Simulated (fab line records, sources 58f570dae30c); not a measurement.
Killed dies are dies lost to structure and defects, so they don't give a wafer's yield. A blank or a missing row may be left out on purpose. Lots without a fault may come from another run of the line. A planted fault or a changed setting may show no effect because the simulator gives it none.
Which tool did it? | flow berkeley_cmos170 | 14 lots, 42 wafers sampled, at 3 steps of a route of 331

WHAT THE GAUGES READ, wafer by wafer
UCB170_GATE_OVL_MEAS_13. Usual: GATE_OVL 0 nm, standard deviation 5.6.
lot  | measured     | on         | GATE_OVL (nm) | flag
L424 | day 6 23:38  | overlay-02 | -1 3 7        |
L427 | day 7 14:26  | overlay-01 | -9 4 -5       |
L426 | day 7 14:44  | overlay-01 | -4 4 0        |
L428 | day 8 01:50  | overlay-01 | -1 2 6        |
L430 | day 8 15:44  | overlay-02 | -2 -5 -3      |
L432 | day 8 23:19  | overlay-01 | -4 -8 -10     |
L434 | day 9 05:01  | overlay-01 | -7 -4 -7      |
L437 | day 9 18:35  | overlay-01 | -2 2 6        |
L440 | day 10 11:15 | overlay-02 | -3 -9 2       |
L442 | day 11 02:54 | overlay-01 | 2 -1 -6       |
L444 | day 11 23:19 | overlay-02 | -2 6 0        |
L447 | day 12 13:41 | overlay-02 | 15 -2 1       |
L445 | day 12 13:53 | overlay-01 | -5 -12 -3     |
L446 | day 12 14:13 | overlay-01 | -8 3 -1       |

UCB170_PSD_CD_MEAS_06: target cd 1200 nm. Usual: cd_nm 1199.8 nm, standard deviation 1.3.
lot  | measured     | on        | cd_nm (nm)           | flag
L424 | day 7 11:25  | cd_sem-02 | 1201.7 1200.8 1200.7 |
L427 | day 8 02:05  | cd_sem-01 | 1200.8 1200.2 1201.4 |
L426 | day 8 02:16  | cd_sem-01 | 1200.3 1201.0 1201.2 |
L428 | day 8 15:57  | cd_sem-01 | 1198.8 1198.9 1198.4 |
L430 | day 9 04:32  | cd_sem-01 | 1200.2 1200.6 1202.4 |
L432 | day 9 16:59  | cd_sem-02 | 1201.7 1198.7 1198.9 |
L434 | day 9 17:26  | cd_sem-01 | 1199.5 1200.0 1199.4 |
L437 | day 10 08:28 | cd_sem-01 | 1200.7 1199.0 1198.5 |
L440 | day 11 00:09 | cd_sem-01 | 1201.0 1200.7 1200.3 |
L442 | day 11 15:24 | cd_sem-02 | 1199.3 1201.1 1199.8 |
L444 | day 12 10:45 | cd_sem-01 | 1200.3 1199.7 1200.0 |
L447 | day 13 01:31 | cd_sem-02 | 1202.4 1202.0 1200.8 |
L445 | day 13 01:39 | cd_sem-02 | 1199.9 1199.3 1199.1 |
L446 | day 13 01:55 | cd_sem-02 | 1200.9 1202.3 1201.3 |

WHICH TOOL RAN EACH LOT (tool, then ch and the chambers of the sampled wafers, then the start)
lot  | UCB170_NLDD_STRIP_10
L424 | plasma_asher-02 ch 0,1, day 7 03:57
L427 | plasma_asher-03 ch 0,1, day 7 18:14
L426 | plasma_asher-02 ch 0,1, day 7 18:32
L428 | plasma_asher-02 ch 0,1, day 8 06:13
L430 | plasma_asher-02 ch 0,1, day 8 20:21
L432 | plasma_asher-03 ch 0,1, day 9 03:02
L434 | plasma_asher-02 ch 0,1, day 9 08:58
L437 | plasma_asher-02 ch 0,1, day 10 00:12
L440 | plasma_asher-03 ch 0,1, day 10 16:03
L442 | plasma_asher-02 ch 0,1, day 11 07:08
L444 | plasma_asher-01 ch 0,1, day 12 02:58
L447 | plasma_asher-03 ch 0,1, day 12 19:34
L445 | plasma_asher-03 ch 0,1, day 12 19:46
L446 | plasma_asher-02 ch 0,1, day 12 19:39
- UCB170_NLDD_STRIP_10: strips in O2.

WHAT THE TOOLS THEMSELVES READ (means of the sampled wafers that have a number; where no wafer has one, the mark that the record gives instead)
UCB170_NLDD_STRIP_10. Usual: drypump_motor_current_A 6.1 A, standard deviation 0.47; oes_product_au 0.734 a.u., standard deviation 0.0053; strip_time_to_endpoint_s 21.61 s, standard deviation 0.058.
lot  | tool            | drypump_motor_current_A (A) | oes_product_au (a.u.) | strip_time_to_endpoint_s (s) | flag
L424 | plasma_asher-02 | 6.5                         | 0.732                 | 21.67                        |
L427 | plasma_asher-03 | 6.0                         | 0.737                 | 21.65                        |
L426 | plasma_asher-02 | 6.5                         | 0.735                 | 21.63                        |
L428 | plasma_asher-02 | 6.3                         | 0.727                 | 21.59                        |
L430 | plasma_asher-02 | 6.3                         | 0.733                 | 21.56                        |
L432 | plasma_asher-03 | 6.1                         | 0.736                 | 21.61                        |
L434 | plasma_asher-02 | 6.5                         | 0.739                 | 21.60                        |
L437 | plasma_asher-02 | 6.3                         | 0.737                 | 21.61                        |
L440 | plasma_asher-03 | 6.1                         | 0.738                 | 21.65                        |
L442 | plasma_asher-02 | 6.3                         | 0.734                 | 21.64                        |
L444 | plasma_asher-01 | 5.4                         | 0.736                 | 21.49                        |
L447 | plasma_asher-03 | 6.1                         | 0.731                 | 21.62                        |
L445 | plasma_asher-03 | 6.1                         | 0.741                 | 21.69                        |
L446 | plasma_asher-02 | 6.5                         | 0.735                 | 21.63                        |

THE ANSWER, worked out from the rows above alone
Rule: a lot is off if the mean of its wafers that have a number lies more than 3 standard deviations from the usual mean. A lot without any number at a reading at which 4 lots or more have one is off too. The other lots that the step has rows for count as sound. The gauges are gone through in route order, then the tools' own readings, and for those a lot's mean is taken as printed above. The first step at which some lot is off is used, and at that step the reading that is off furthest; a lot without a number counts as furthest.
No lot is off at any reading shown: from this, nothing can be told.

WHAT THE SIMULATOR HAD PUT IN
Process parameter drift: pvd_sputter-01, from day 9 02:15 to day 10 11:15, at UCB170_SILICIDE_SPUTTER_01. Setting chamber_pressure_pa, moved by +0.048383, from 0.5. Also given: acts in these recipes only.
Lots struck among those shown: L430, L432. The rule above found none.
